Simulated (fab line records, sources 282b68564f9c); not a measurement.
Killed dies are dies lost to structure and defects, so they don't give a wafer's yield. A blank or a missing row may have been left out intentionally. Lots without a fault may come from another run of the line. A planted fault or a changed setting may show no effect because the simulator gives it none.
Which tool was responsible? / flow ritCmos / 15 lots with 45 wafers sampled at 2 steps, on a route of 202 steps

== WHAT EACH GAUGE READ, for each wafer ==
RIT_CONTACT_THK_MEAS_01. Usual: CONTACT_TEOS_THK 418 nm, standard deviation 6.7.
lot=L779; measured=day 3 06:00; on=filmMetro-04; CONTACT_TEOS_THK (nm)=415 415 416; flag=
lot=L780; measured=day 3 13:56; on=filmMetro-02; CONTACT_TEOS_THK (nm)=418 418 428; flag=
lot=L782; measured=day 3 22:47; on=filmMetro-01; CONTACT_TEOS_THK (nm)=404 409 416; flag=
lot=L783; measured=day 4 00:30; on=filmMetro-04; CONTACT_TEOS_THK (nm)=417 413 426; flag=
lot=L785; measured=day 4 17:01; on=filmMetro-04; CONTACT_TEOS_THK (nm)=423 419 429; flag=
lot=L786; measured=day 4 20:44; on=filmMetro-02; CONTACT_TEOS_THK (nm)=415 423 422; flag=
lot=L787; measured=day 4 22:45; on=filmMetro-02; CONTACT_TEOS_THK (nm)=416 418 410; flag=
lot=L788; measured=day 5 04:35; on=filmMetro-02; CONTACT_TEOS_THK (nm)=414 417 419; flag=
lot=L789; measured=day 5 06:49; on=filmMetro-01; CONTACT_TEOS_THK (nm)=844 846 845; flag=OFF
lot=L791; measured=day 5 17:08; on=filmMetro-04; CONTACT_TEOS_THK (nm)=818 821 851; flag=OFF
lot=L792; measured=day 5 22:52; on=filmMetro-02; CONTACT_TEOS_THK (nm)=856 862 875; flag=OFF
lot=L798; measured=day 7 02:20; on=filmMetro-04; CONTACT_TEOS_THK (nm)=417 423 430; flag=
lot=L799; measured=day 7 07:23; on=filmMetro-02; CONTACT_TEOS_THK (nm)=413 414 413; flag=
lot=L801; measured=day 7 17:55; on=filmMetro-04; CONTACT_TEOS_THK (nm)=411 418 423; flag=
lot=L802; measured=day 7 21:37; on=filmMetro-02; CONTACT_TEOS_THK (nm)=417 408 417; flag=

== TOOL THAT RAN EACH LOT (tool first, then ch and the chambers of the sampled wafers, then the start) ==
lot=L779; RIT_CONTACT_CVD_00=pecvd-04 ch 0,1,2, day 3 05:56
lot=L780; RIT_CONTACT_CVD_00=pecvd-01 ch 0,1,2, day 3 13:52
lot=L782; RIT_CONTACT_CVD_00=pecvd-03 ch 0,1,2, day 3 22:44
lot=L783; RIT_CONTACT_CVD_00=pecvd-01 ch 0,1,2, day 4 00:26
lot=L785; RIT_CONTACT_CVD_00=pecvd-04 ch 0,1, day 4 16:57
lot=L786; RIT_CONTACT_CVD_00=pecvd-01 ch 0,2, day 4 20:39
lot=L787; RIT_CONTACT_CVD_00=pecvd-03 ch 0,1,2, day 4 22:42
lot=L788; RIT_CONTACT_CVD_00=pecvd-04 ch 0,1,2, day 5 04:32
lot=L789; RIT_CONTACT_CVD_00=pecvd-01 ch 0,2, day 5 06:31
lot=L791; RIT_CONTACT_CVD_00=pecvd-04 ch 0,1,2, day 5 16:52
lot=L792; RIT_CONTACT_CVD_00=pecvd-01 ch 0,1, day 5 22:35
lot=L798; RIT_CONTACT_CVD_00=pecvd-01 ch 0,1, day 7 02:16
lot=L799; RIT_CONTACT_CVD_00=pecvd-03 ch 1,2, day 7 07:19
lot=L801; RIT_CONTACT_CVD_00=pecvd-01 ch 0,2, day 7 17:52
lot=L802; RIT_CONTACT_CVD_00=pecvd-03 ch 0,1, day 7 21:33
- RIT_CONTACT_CVD_00: deposits SiO2 from TEOS, target thk 400 nm, time 63.96 s.

== WHAT THE TOOLS THEMSELVES READ (means of the sampled wafers that have a number; where no wafer has one, the mark that the record gives instead) ==
RIT_CONTACT_CVD_00. Usual: heaterPowerW reads 313 W (standard deviation 77).
lot=L779; tool=pecvd-04; heaterPowerW (W)=312; flag=
lot=L780; tool=pecvd-01; heaterPowerW (W)=317; flag=
lot=L782; tool=pecvd-03; heaterPowerW (W)=324; flag=
lot=L783; tool=pecvd-01; heaterPowerW (W)=343; flag=
lot=L785; tool=pecvd-04; heaterPowerW (W)=330; flag=
lot=L786; tool=pecvd-01; heaterPowerW (W)=371; flag=
lot=L787; tool=pecvd-03; heaterPowerW (W)=291; flag=
lot=L788; tool=pecvd-04; heaterPowerW (W)=276; flag=
lot=L789; tool=pecvd-01; heaterPowerW (W)=344; flag=
lot=L791; tool=pecvd-04; heaterPowerW (W)=326; flag=
lot=L792; tool=pecvd-01; heaterPowerW (W)=291; flag=
lot=L798; tool=pecvd-01; heaterPowerW (W)=402; flag=
lot=L799; tool=pecvd-03; heaterPowerW (W)=341; flag=
lot=L801; tool=pecvd-01; heaterPowerW (W)=383; flag=
lot=L802; tool=pecvd-03; heaterPowerW (W)=338; flag=

== THE ANSWER, worked out from the rows above alone ==
Rule: a lot is off if the mean of its wafers that have a number lies more than 3 standard deviations from the usual mean. Also off: a lot with no number at a reading for which 4 or more lots have one. Where the step has rows for the other lots, those lots are counted as sound. After the gauges, taken in route order, come the tools' own readings; for these a lot's mean is taken, as printed above. The first step at which some lot is off is used, and at that step the reading that is off furthest; a lot without a number counts as furthest.
Off: L789, L791, L792, seen at RIT_CONTACT_THK_MEAS_01 (CONTACT_TEOS_THK).
If a tool, at a process step before that reading, ran all the lots that are off and no sound lot after the first of them, it fits. Those tools and the gauges at RIT_CONTACT_THK_MEAS_01 are tried in the same way. No candidate that was tried fits.

== WHAT HAD BEEN PUT IN BY THE SIMULATOR ==
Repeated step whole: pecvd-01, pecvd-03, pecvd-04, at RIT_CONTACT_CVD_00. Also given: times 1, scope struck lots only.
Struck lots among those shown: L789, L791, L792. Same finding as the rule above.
